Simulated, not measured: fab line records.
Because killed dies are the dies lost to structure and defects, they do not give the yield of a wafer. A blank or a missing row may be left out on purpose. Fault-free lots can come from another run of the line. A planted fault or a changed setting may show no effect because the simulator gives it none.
Which tool was responsible? / flow rit-cmos / 14 lots, 40 wafers sampled, at 6 steps of a route of 202

WHAT EACH GAUGE READ, for each wafer
RIT_PSD_OVL_MEAS_06. Usual: for PSD_OVL the level is 0.8 nm and the standard deviation is 1.2.
lot=L969; measured=day 3 11:33; on=overlay-02; PSD_OVL (nm)=1.4 0.6 1.0; flag=
lot=L970; measured=day 3 13:09; on=overlay-01; PSD_OVL (nm)=-1.2 0.3 1.1; flag=
lot=L971; measured=day 3 13:32; on=overlay-02; PSD_OVL (nm)=-0.9 -0.6 0.5; flag=
lot=L973; measured=day 4 08:13; on=overlay-02; PSD_OVL (nm)=-0.3 0.5 0.0; flag=
lot=L974; measured=day 4 11:02; on=overlay-02; PSD_OVL (nm)=1.3 0.4 2.1; flag=
lot=L976; measured=day 4 13:25; on=overlay-01; PSD_OVL (nm)=1.4 0.6 2.6; flag=
lot=L977; measured=day 5 00:29; on=overlay-02; PSD_OVL (nm)=-0.5 -2.8 0.3; flag=
lot=L978; measured=day 5 05:42; on=overlay-02; PSD_OVL (nm)=1.1 1.5 0.8; flag=
lot=L984; measured=day 6 10:20; on=overlay-01; PSD_OVL (nm)=3.0; flag=
lot=L985; measured=day 6 14:01; on=overlay-01; PSD_OVL (nm)=-0.1 -0.2 0.7; flag=
lot=L986; measured=day 6 16:19; on=overlay-02; PSD_OVL (nm)=0.9 0.6 1.1; flag=
lot=L988; measured=day 7 07:25; on=overlay-02; PSD_OVL (nm)=-0.6 -0.2 0.7; flag=
lot=L990; measured=day 8 00:01; on=overlay-02; PSD_OVL (nm)=0.3 -1.9 -0.8; flag=
lot=L992; measured=day 8 09:27; on=overlay-01; PSD_OVL (nm)=2.3 1.3 1.8; flag=

RIT_SDANNEAL_RS_MEAS_05: measurement is done with a four-point probe. Usual: for NSD_RS the level is 84.39 ohm/sq and the standard deviation is 0.23.
lot=L969; measured=day 3 12:44; on=film-metro-03; NSD_RS (ohm/sq)=84.73 84.73 84.47; flag=
lot=L970; measured=day 3 14:18; on=film-metro-03; NSD_RS (ohm/sq)=84.36 84.12 84.33; flag=
lot=L971; measured=day 3 14:43; on=film-metro-04; NSD_RS (ohm/sq)=84.35 84.67 84.62; flag=
lot=L973; measured=day 4 09:23; on=film-metro-01; NSD_RS (ohm/sq)=84.57 84.50 84.54; flag=
lot=L974; measured=day 4 12:20; on=film-metro-03; NSD_RS (ohm/sq)=84.58 84.57 84.29; flag=
lot=L976; measured=day 4 14:47; on=film-metro-03; NSD_RS (ohm/sq)=84.08 84.41 84.59; flag=
lot=L977; measured=day 5 01:40; on=film-metro-04; NSD_RS (ohm/sq)=84.20 84.26 84.48; flag=
lot=L978; measured=day 5 06:50; on=film-metro-03; NSD_RS (ohm/sq)=84.45 84.42 84.60; flag=
lot=L984; measured=day 6 11:41; on=film-metro-04; NSD_RS (ohm/sq)=84.37; flag=
lot=L985; measured=day 6 15:08; on=film-metro-01; NSD_RS (ohm/sq)=84.27 84.04 84.60; flag=
lot=L986; measured=day 6 17:37; on=film-metro-04; NSD_RS (ohm/sq)=84.22 84.38 84.61; flag=
lot=L988; measured=day 7 08:44; on=film-metro-01; NSD_RS (ohm/sq)=84.59 84.50 84.67; flag=
lot=L990; measured=day 8 01:07; on=film-metro-04; NSD_RS (ohm/sq)=84.29 84.15 84.28; flag=
lot=L992; measured=day 8 10:56; on=film-metro-01; NSD_RS (ohm/sq)=84.66 84.62 84.63; flag=

RIT_M1_RS_MEAS_01: measurement is done with a four-point probe. Usual: for M1_AL_RS the level is 0.0732 ohm/sq and the standard deviation is 0.0011.
lot=L969; measured=day 3 16:10; on=film-metro-01; M1_AL_RS (ohm/sq)=0.0730 0.0715 0.0726; flag=
lot=L970; measured=day 3 17:52; on=film-metro-03; M1_AL_RS (ohm/sq)=0.0743 0.0741 0.0743; flag=
lot=L971; measured=day 3 18:16; on=film-metro-04; M1_AL_RS (ohm/sq)=0.0724 0.0747 0.0735; flag=
lot=L973; measured=day 4 13:12; on=film-metro-04; M1_AL_RS (ohm/sq)=0.0743 0.0724 0.0732; flag=
lot=L974; measured=day 4 15:53; on=film-metro-03; M1_AL_RS (ohm/sq)=0.0722 0.0715 0.0731; flag=
lot=L976; measured=day 4 18:11; on=film-metro-04; M1_AL_RS (ohm/sq)=0.0761 0.0737 0.0751; flag=
lot=L977; measured=day 5 05:04; on=film-metro-04; M1_AL_RS (ohm/sq)=0.0716 0.0722 0.0739; flag=
lot=L978; measured=day 5 10:25; on=film-metro-03; M1_AL_RS (ohm/sq)=0.0737 0.0746 0.0728; flag=
lot=L984; measured=day 6 15:16; on=film-metro-03; M1_AL_RS (ohm/sq)=0.0834; flag=OFF
lot=L985; measured=day 6 18:50; on=film-metro-04; M1_AL_RS (ohm/sq)=0.0722 0.0840 0.0736; flag=OFF
lot=L986; measured=day 6 21:02; on=film-metro-01; M1_AL_RS (ohm/sq)=0.0724 0.0737 0.0723; flag=
lot=L988; measured=day 7 12:27; on=film-metro-03; M1_AL_RS (ohm/sq)=0.0735 0.0746 0.0736; flag=
lot=L990; measured=day 8 04:40; on=film-metro-04; M1_AL_RS (ohm/sq)=0.0750 0.0742 0.0748; flag=
lot=L992; measured=day 8 14:32; on=film-metro-01; M1_AL_RS (ohm/sq)=0.0740 0.0743 0.0740; flag=

RIT_M1_THK_MEAS_02: measures by xrf. Usual: for M1_AL_THK the level is 401 nm and the standard deviation is 6.4.
lot=L969; measured=day 3 16:16; on=film-metro-01; M1_AL_THK (nm)=399 407 399; flag=
lot=L970; measured=day 3 17:59; on=film-metro-03; M1_AL_THK (nm)=396 400 396; flag=
lot=L971; measured=day 3 18:22; on=film-metro-04; M1_AL_THK (nm)=403 390 396; flag=
lot=L973; measured=day 4 13:17; on=film-metro-04; M1_AL_THK (nm)=395 403 400; flag=
lot=L974; measured=day 4 15:59; on=film-metro-03; M1_AL_THK (nm)=408 413 404; flag=
lot=L976; measured=day 4 18:19; on=film-metro-04; M1_AL_THK (nm)=384 398 392; flag=
lot=L977; measured=day 5 05:10; on=film-metro-04; M1_AL_THK (nm)=411 403 396; flag=
lot=L978; measured=day 5 10:31; on=film-metro-03; M1_AL_THK (nm)=401 396 405; flag=
lot=L984; measured=day 6 15:20; on=film-metro-03; M1_AL_THK (nm)=354; flag=OFF
lot=L985; measured=day 6 18:57; on=film-metro-04; M1_AL_THK (nm)=404 350 399; flag=
lot=L986; measured=day 6 21:09; on=film-metro-01; M1_AL_THK (nm)=401 396 401; flag=
lot=L988; measured=day 7 12:33; on=film-metro-03; M1_AL_THK (nm)=402 394 401; flag=
lot=L990; measured=day 8 04:47; on=film-metro-04; M1_AL_THK (nm)=390 396 388; flag=
lot=L992; measured=day 8 14:38; on=film-metro-01; M1_AL_THK (nm)=395 391 392; flag=

RIT_M1_OVL_MEAS_10. Usual: for M1_OVL the level is -0.5 nm and the standard deviation is 1.8.
lot=L969; measured=day 3 17:20; on=overlay-01; M1_OVL (nm)=-1.3 -3.9 -1.9; flag=
lot=L970; measured=day 3 19:10; on=overlay-01; M1_OVL (nm)=0.2 0.4 -0.1; flag=
lot=L971; measured=day 3 19:32; on=overlay-01; M1_OVL (nm)=-2.8 -1.4 -2.9; flag=
lot=L973; measured=day 4 14:41; on=overlay-01; M1_OVL (nm)=1.5 0.4 1.4; flag=
lot=L974; measured=day 4 17:19; on=overlay-01; M1_OVL (nm)=-3.5 -2.9 -2.5; flag=
lot=L976; measured=day 4 19:29; on=overlay-01; M1_OVL (nm)=-0.9 -1.4 -1.9; flag=
lot=L977; measured=day 5 06:28; on=overlay-01; M1_OVL (nm)=0.5 -0.5 -1.5; flag=
lot=L978; measured=day 5 11:37; on=overlay-02; M1_OVL (nm)=2.5 2.1 1.7; flag=
lot=L984; measured=day 6 16:22; on=overlay-01; M1_OVL (nm)=1.3; flag=
lot=L985; measured=day 6 20:11; on=overlay-01; M1_OVL (nm)=-2.0 -1.6 -1.3; flag=
lot=L986; measured=day 6 22:13; on=overlay-01; M1_OVL (nm)=-4.4 -2.1 -1.9; flag=
lot=L988; measured=day 7 13:36; on=overlay-02; M1_OVL (nm)=1.6 -1.4 0.2; flag=
lot=L990; measured=day 8 05:58; on=overlay-02; M1_OVL (nm)=2.8 0.9 1.9; flag=
lot=L992; measured=day 8 15:45; on=overlay-01; M1_OVL (nm)=4.2 2.3 1.5; flag=

EACH LOT AND THE TOOL THAT RAN IT (in order: tool; ch and the chambers of the sampled wafers; start)
lot=L969; RIT_M1_SPUTTER_00=pvd-sputter-02, day 3 15:51
lot=L970; RIT_M1_SPUTTER_00=pvd-sputter-03, day 3 17:31
lot=L971; RIT_M1_SPUTTER_00=pvd-sputter-01, day 3 17:56
lot=L973; RIT_M1_SPUTTER_00=pvd-sputter-02, day 4 13:00
lot=L974; RIT_M1_SPUTTER_00=pvd-sputter-01, day 4 15:34
lot=L976; RIT_M1_SPUTTER_00=pvd-sputter-03, day 4 17:53
lot=L977; RIT_M1_SPUTTER_00=pvd-sputter-01, day 5 04:44
lot=L978; RIT_M1_SPUTTER_00=pvd-sputter-02, day 5 10:04
lot=L984; RIT_M1_SPUTTER_00=pvd-sputter-02, day 6 15:01
lot=L985; RIT_M1_SPUTTER_00=pvd-sputter-02, day 6 18:32
lot=L986; RIT_M1_SPUTTER_00=pvd-sputter-01, day 6 20:44
lot=L988; RIT_M1_SPUTTER_00=pvd-sputter-03, day 7 12:07
lot=L990; RIT_M1_SPUTTER_00=pvd-sputter-03, day 8 04:22
lot=L992; RIT_M1_SPUTTER_00=pvd-sputter-03, day 8 14:13
- RIT_M1_SPUTTER_00: material Al, target thk 400 nm, time 500 s.

WHAT THE TOOLS THEMSELVES READ (means of the sampled wafers that have a number; where no wafer has one, the mark that the record gives instead)
RIT_M1_SPUTTER_00. Usual: throttle-valve-pct at 30.6 %, with a standard deviation of 0.85.
lot=L969; tool=pvd-sputter-02; throttle-valve-pct (%)=30.8; flag=
lot=L970; tool=pvd-sputter-03; throttle-valve-pct (%)=30.1; flag=
lot=L971; tool=pvd-sputter-01; throttle-valve-pct (%)=30.0; flag=
lot=L973; tool=pvd-sputter-02; throttle-valve-pct (%)=31.2; flag=
lot=L974; tool=pvd-sputter-01; throttle-valve-pct (%)=30.9; flag=
lot=L976; tool=pvd-sputter-03; throttle-valve-pct (%)=29.7; flag=
lot=L977; tool=pvd-sputter-01; throttle-valve-pct (%)=30.4; flag=
lot=L978; tool=pvd-sputter-02; throttle-valve-pct (%)=31.1; flag=
lot=L984; tool=pvd-sputter-02; throttle-valve-pct (%)=30.0; flag=
lot=L985; tool=pvd-sputter-02; throttle-valve-pct (%)=31.0; flag=
lot=L986; tool=pvd-sputter-01; throttle-valve-pct (%)=30.8; flag=
lot=L988; tool=pvd-sputter-03; throttle-valve-pct (%)=29.5; flag=
lot=L990; tool=pvd-sputter-03; throttle-valve-pct (%)=29.8; flag=
lot=L992; tool=pvd-sputter-03; throttle-valve-pct (%)=29.5; flag=

THE ANSWER, worked out from the rows above alone
Rule: a lot counts as off when the mean over its wafers that have a number is more than 3 standard deviations away from the usual mean. Also off: a lot with no number at a reading for which 4 or more lots have one. All remaining lots with rows at the step are treated as sound. After the gauges, taken in route order, come the tools' own readings; for these a lot's mean is taken, as printed above. At the first step where some lot is off, the reading lying furthest off is the one used; lots without a number count as furthest.
Off: at RIT_M1_RS_MEAS_01 (M1_AL_RS), L984, L985.
If a tool, at a process step before that reading, ran all the lots that are off and no sound lot after the first of them, it fits. The gauges at RIT_M1_RS_MEAS_01 are tried like those tools. One fits: pvd-sputter-02 at RIT_M1_SPUTTER_00. Its last sound lot is L978 (day 5 10:04), its first lot that is off L984 (day 6 15:01): a fault that began between those two fits.

WHAT THE SIMULATOR PUT IN
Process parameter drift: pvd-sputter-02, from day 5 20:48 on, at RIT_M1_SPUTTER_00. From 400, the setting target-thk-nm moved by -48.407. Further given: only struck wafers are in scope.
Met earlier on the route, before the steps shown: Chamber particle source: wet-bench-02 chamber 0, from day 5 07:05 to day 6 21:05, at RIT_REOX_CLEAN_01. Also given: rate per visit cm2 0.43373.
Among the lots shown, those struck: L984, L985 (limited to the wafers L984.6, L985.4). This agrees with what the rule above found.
